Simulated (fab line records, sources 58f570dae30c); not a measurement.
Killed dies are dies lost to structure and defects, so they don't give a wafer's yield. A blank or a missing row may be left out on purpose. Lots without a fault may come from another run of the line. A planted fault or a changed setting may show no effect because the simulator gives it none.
Chamber matching | flow berkeley_cmos170 | UCB170_M3_ETCH_17 on rie_diel-03: 4 sister chambers
The step etches BARC in N2/H2. 8 wafers are shown with their chamber, then 7 later ones without.

WAFERS WITH THEIR CHAMBER
wafer  | chamber | drypump_motor_current_A (A) | throttle_valve_pct (%)
L622.2 | 3       | 5.4                         | 13.19
L625.2 | 3       | 5.4                         | 13.18
L625.5 | 0       | 6.2                         | 13.36
L627.1 | 2       | 5.8                         | 13.31
L627.3 | 0       | 6.2                         | 13.36
L627.5 | 1       | 5.6                         | 13.43
L632.2 | 2       | 5.9                         | 13.30
L632.4 | 1       | 5.6                         | 13.46

WAFERS WITHOUT THEIR CHAMBER
wafer  | drypump_motor_current_A (A) | throttle_valve_pct (%)
L632.6 | 5.6                         | 13.46
L636.2 | 5.8                         | 13.31
L636.3 | 5.6                         | 13.47
L636.5 | 5.6                         | 13.45
L640.1 | 5.4                         | 13.18
L640.5 | 5.8                         | 13.31
L640.6 | 5.4                         | 13.18

WHICH CHAMBER EACH WENT THROUGH
wafer  | from the rows above | in truth
L632.6 | 1                   | 1
L636.2 | 2                   | 2
L636.3 | 1                   | 1
L636.5 | 1                   | 1
L640.1 | 3                   | 3
L640.5 | 2                   | 2
L640.6 | 3                   | 3
Placed correctly: 7 of 7. Can't be placed from these rows: 0. Placed wrongly: 0.
How it was worked out, from the rows above alone: a wafer's distance from a chamber is the root of the sum, over the readings, of the square of ((its reading less the chamber's mean) divided by the reading's scatter). The wafer belongs to the nearest chamber; if the next one is less than 2 further off, it can't be placed. A chamber's mean is the mean of its shown wafers. The scatter: the root of (the sum of the squares of (reading less its chamber's mean) over the shown wafers, divided by (wafers less chambers)).
